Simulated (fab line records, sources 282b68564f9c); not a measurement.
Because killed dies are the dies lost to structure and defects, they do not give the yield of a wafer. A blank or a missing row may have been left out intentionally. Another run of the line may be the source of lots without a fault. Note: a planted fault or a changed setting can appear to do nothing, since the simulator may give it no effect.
Which tool did it? / flow ritCmos / 18 wafers from 6 lots sampled at 2 of the route's 202 steps

WHAT THE GAUGES READ, wafer by wafer
RIT_SILICIDE_RS_MEAS_02: measurement is done with a four-point probe.
lot=L708; measured=day 4 01:14; on=filmMetro-02; SILICIDE_TI_RS (ohm/sq)=47.8 48.2 47.4
lot=L710; measured=day 4 09:04; on=filmMetro-03; SILICIDE_TI_RS (ohm/sq)=48.2 47.7 47.2
lot=L714; measured=day 5 05:35; on=filmMetro-02; SILICIDE_TI_RS (ohm/sq)=48.0 48.5 47.5
lot=L717; measured=day 5 23:17; on=filmMetro-02; SILICIDE_TI_RS (ohm/sq)=47.8 47.3 48.1
lot=L721; measured=day 6 18:39; on=filmMetro-03; SILICIDE_TI_RS (ohm/sq)=48.0 43.7 47.7
lot=L726; measured=day 8 00:10; on=filmMetro-01; SILICIDE_TI_RS (ohm/sq)=47.9 47.2 47.3

WHAT TOOL EACH LOT RAN ON (gives the tool, then ch and the chambers of the sampled wafers, and finally the start)
lot=L708; RIT_SILICIDE_SPUTTER_01=pvdSputter-02, day 4 01:05
lot=L710; RIT_SILICIDE_SPUTTER_01=pvdSputter-02, day 4 08:55
lot=L714; RIT_SILICIDE_SPUTTER_01=pvdSputter-02, day 5 05:26
lot=L717; RIT_SILICIDE_SPUTTER_01=pvdSputter-03, day 5 23:05
lot=L721; RIT_SILICIDE_SPUTTER_01=pvdSputter-03, day 6 18:28
lot=L726; RIT_SILICIDE_SPUTTER_01=pvdSputter-02, day 8 00:01
- RIT_SILICIDE_SPUTTER_01: material Ti, target thk 30 nm, time 240 s.

THE ANSWER, worked out from the rows above alone
Rule: what is usual is taken from the lots themselves. Put in order of their means at a reading, lots are off if they are a third of the lots or fewer, leave a main group of 4 or more, and stand apart from it by a gap of 3 or more times the standard deviation of the main group's means; of several such gaps the widest counts. Not used: any main group whose means are identical at the precision the tables above print for the reading. Also off: a lot with no number at a reading for which 4 or more lots have one. The other lots that the step has rows for count as sound.
Off: L721, at RIT_SILICIDE_RS_MEAS_02 (SILICIDE_TI_RS). The main group has a mean of 47.7 ohm/sq with a standard deviation of 0.17.
A tool fits if, at a process step before that reading, it ran every lot that is off, and no sound lot after the first of them. Gauges at RIT_SILICIDE_RS_MEAS_02: tried the same way as those tools. Undecided on this evidence; 2 tools fit (pvdSputter-03 at RIT_SILICIDE_SPUTTER_01, filmMetro-03 at RIT_SILICIDE_RS_MEAS_02).

WHAT THE SIMULATOR HAD INSERTED
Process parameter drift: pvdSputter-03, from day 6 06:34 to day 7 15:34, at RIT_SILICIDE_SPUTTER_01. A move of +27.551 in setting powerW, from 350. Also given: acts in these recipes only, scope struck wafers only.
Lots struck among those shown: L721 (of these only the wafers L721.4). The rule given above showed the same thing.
